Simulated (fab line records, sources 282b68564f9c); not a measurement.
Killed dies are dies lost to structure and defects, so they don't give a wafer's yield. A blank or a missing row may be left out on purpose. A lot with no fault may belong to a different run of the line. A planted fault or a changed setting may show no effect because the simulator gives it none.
A struck lot beside a sound one	flow ritCmos	16 out of 202 route steps
Sound: these wafers, L985.2, L985.4, L985.5. Wafers struck: L989.1, L989.3, L989.5. At the end, the cause is stated.
Each step with rows lists, per side, the tool, then ch with its chambers, then its first start. Under that, the readings that differ: sound wafers	struck wafers	difference of the means	sigmas: that difference in standard deviations of wafers without a fault.
alike: readings whose means differ by less than 2 such deviations, and words and numbers that are the same on both sides. not compared: withheld readings, readings that some wafer has no value for, bounds like >300 that may hide the same value, and numbers for which the record gives no deviation and whose values overlap.
Wherever a step has rows on one side only, a row that says differs or no value, or a row with sigmas, the two part there. Numbers that don't overlap but have no deviation are shown without sigmas and don't part them. A reading missing from all wafers of one side parts the sides only when that side holds two or more wafers.

first, 4 steps without rows for these wafers: RIT_ACTIVE_SOFTBAKE_07 (time 60 s); RIT_ACTIVE_EXPOSE_08 (exposes mask M1, target cd 1400 nm); RIT_ACTIVE_PEB_09; RIT_ACTIVE_DEVELOP_10 (develop time 50 s).
RIT_ACTIVE_CD_MEAS_11 targets a cd of 1400 nm.
  struck on cdSem-01, day 2 20:34; sound on cdSem-02, day 2 00:44
  alike: cdNm
then, 1 step without rows for these wafers: RIT_ACTIVE_HARDBAKE_12 (time 60 s).
RIT_ACTIVE_ETCH_13: etches Si3N4 in SF6, stops on SiO2, time 210 s, target depth 210 nm.
  sound on rieDiel-04 ch 0,2,3, day 2 01:04; struck on rieDiel-02 ch 0,2,3, day 2 20:50
  alike: drypumpMotorCurrentA, oesProductAu, rfFwdPowerW, throttleValvePct
  not compared: rfHoursCounterH
RIT_ACTIVE_STRIP_14: strips in O2, time 180 s.
  sound on plasmaAsher-02 ch 0,1, day 2 01:13; struck on plasmaAsher-01 ch 0,1, day 2 20:58
  alike: drypumpMotorCurrentA
  not compared: rfHoursCounterH
RIT_ACTIVE_CD_MEAS_90 targets a cd of 1400 nm.
  struck on cdSem-02, day 2 21:08; sound on cdSem-02, day 2 01:24
  alike: cdNm
then, 3 steps without rows for these wafers: RIT_ACTIVE_CLEAN_15 (cleans in SC1, time 600 s); RIT_ACTIVE_CLEAN_16 (cleans in dHF, time 30 s); RIT_ACTIVE_CLEAN_17 (cleans in SC2, time 600 s).
RIT_FOX1_OXIDATION_00: target thk 350.7 nm, ox time 1130 s.
  sound on furnace-04 ch 0, day 2 04:52; struck on furnace-04 ch 0, day 2 21:46
reading	sound	struck	difference	sigmas
model.SiO2_of_FOX1_OXIDATION_00.thkNm (nm)	355.7 354.1 355.1	386.9 389.3 391.6	+34.3	
  alike: spikeTcLoadC, zonePowerSourcePct
RIT_FOX1_THK_MEAS_01:
  struck on filmMetro-04, day 2 23:04; sound on filmMetro-04, day 2 06:11
reading	sound	struck	difference	sigmas
FOX1_OXIDE_THK (nm)	355 354 355	387 390 392	+35	+5
then, 1 step without rows for these wafers: RIT_FOX1_WET_ETCH_02 (etches SiO2 in BOE, target depth 350 nm, time 390 s).
-- the record jumps here: 2 days lie between the struck wafers' starts before and after (it left off in module FOX1 and takes up again in module M1, whose first step shown is number 202 of the route) --
RIT_M1_PROBE_99:
  struck on prober-02, day 5 00:04; sound on prober-01, day 4 02:08
reading	sound	struck	difference	sigmas
model.etest.nldd.widthNm (nm)	3202 3209 3222	3140 3142 3119	-77	
model.etest.pldd.widthNm (nm)	3205 3216 3194	3136 3139 3129	-70	
model.etest.pplusSal.widthNm (nm)	3478 3459 3446	3406 3403 3392	-61	
model.etest.nplusSal.widthNm (nm)	3487 3451 3462	3412 3413 3400	-58	
  alike: killed_at_M0_to_M3, killedAtContacts, killedAtFrontEnd, killedDies, killedOnRim, killedOpen, killedShort
  not compared: model.etest.polyCombOverSteps.leakLog10AUm

## WHERE THEY PART
RIT_FOX1_THK_MEAS_01 only, going by this record. Later steps at which nothing parts them and some readings are alike: RIT_M1_PROBE_99.

WHY: whatever the simulator had introduced
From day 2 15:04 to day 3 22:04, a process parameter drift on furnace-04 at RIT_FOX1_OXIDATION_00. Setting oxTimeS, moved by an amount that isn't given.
